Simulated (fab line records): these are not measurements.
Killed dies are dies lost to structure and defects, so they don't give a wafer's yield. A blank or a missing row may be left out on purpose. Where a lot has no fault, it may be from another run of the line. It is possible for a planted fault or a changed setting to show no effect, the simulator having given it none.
Comparing a struck lot with a sound one / flow rit-cmos / 17 out of 202 route steps
Sound: the wafers L652.1, L652.2, L652.3. The struck wafers were L654.1, L654.4, L654.6. Last of all comes the cause.
For every step that has rows: the tool of each side, followed by ch and its chambers, followed by its first start. Under that, the readings that differ: sound wafers / struck wafers / difference of the means / sigmas: that difference in standard deviations of wafers without a fault.
alike: a reading whose means differ by less than 2 such deviations, as well as words and numbers matching on both sides. not compared: withheld readings; readings where some wafer has no value; bounds like >300 that might hide an equal value; numbers whose values overlap and for which the record gives no deviation.
Wherever a step has rows on one side only, a row that says differs or no value, or a row with sigmas, the two part there. Numbers that have no deviation but don't overlap get no sigmas and don't part them. A reading that every wafer of one side lacks parts them only if that side has two wafers or more.

RIT_PWELL_TW_MEAS_10:
  sound: film-metro-01 at day 4 01:51; struck: film-metro-02 at day 4 14:02
reading=PWELL_TW; sound=957 956 964; struck=939 940 942; difference=-19; sigmas=-3
then, 1 step without rows for these wafers: RIT_WELLDRIVE_ANNEAL_00 (time 14700 s).
RIT_WELLDRIVE_RS_MEAS_01: a four-point-probe measurement.
  sound: film-metro-03 at day 4 07:00; struck: film-metro-02 at day 4 20:25
  alike: NWELL_RS
RIT_WELLDRIVE_RS_MEAS_02: a four-point-probe measurement.
  sound: film-metro-03 at day 4 07:07; struck: film-metro-02 at day 4 20:32
  alike: PWELL_RS
then, 6 steps without rows for these wafers: RIT_NRETRO_HMDS_00 (prime time 60 s); RIT_NRETRO_COAT_01 (resist thk 1319 nm); RIT_NRETRO_SOFTBAKE_02 (time 60 s); RIT_NRETRO_EXPOSE_03 (exposes mask M4, target cd 43900 nm); RIT_NRETRO_PEB_04; RIT_NRETRO_DEVELOP_05 (develop time 68 s).
RIT_NRETRO_OVL_MEAS_06:
  sound: overlay-02 at day 4 08:24; struck: overlay-02 at day 4 21:37
  alike: NRETRO_OVL
then, 1 step without rows for these wafers: RIT_NRETRO_HARDBAKE_07 (time 120 s).
RIT_NRETRO_IMPLANT_08:
  sound on implanter-03 ch 0, day 4 08:49; struck on implanter-02 ch 0, day 4 22:02
reading=dose-ions-cm2; sound=1.0024e+13 1.0016e+13 1.0003e+13; struck=8.787e+12 8.815e+12 8.813e+12; difference=-1.209e+12; sigmas=-99 or more
reading=faraday-current-uA; sound=31.3 31.2 31.2; struck=27.9 27.4 28.6; difference=-3.3; sigmas=-5
RIT_NRETRO_STRIP_09: strips in O2, time 180 s.
  sound on plasma-asher-02 ch 0,1, day 4 08:58; struck on plasma-asher-01 ch 0,1, day 4 22:11
  alike: drypump-motor-current-A
  not compared: rf-hours-counter-h
RIT_NRETRO_TW_MEAS_10:
  sound: film-metro-04 at day 4 09:09; struck: film-metro-01 at day 4 22:21
reading=NRETRO_TW; sound=1040 1044 1043; struck=1016 1014 1014; difference=-28; sigmas=-4
then, 1 step without rows for these wafers: RIT_PRETRO_HMDS_00 (prime time 60 s).
RIT_M1_PROBE_99:
  record: rows for the struck wafers here (prober-02, day 6 02:20), none for the sound ones

== WHERE THEY PART ==
Last at RIT_M1_PROBE_99 as far as this record goes, first at RIT_PWELL_TW_MEAS_10.

WHY: what had been put in by the simulator
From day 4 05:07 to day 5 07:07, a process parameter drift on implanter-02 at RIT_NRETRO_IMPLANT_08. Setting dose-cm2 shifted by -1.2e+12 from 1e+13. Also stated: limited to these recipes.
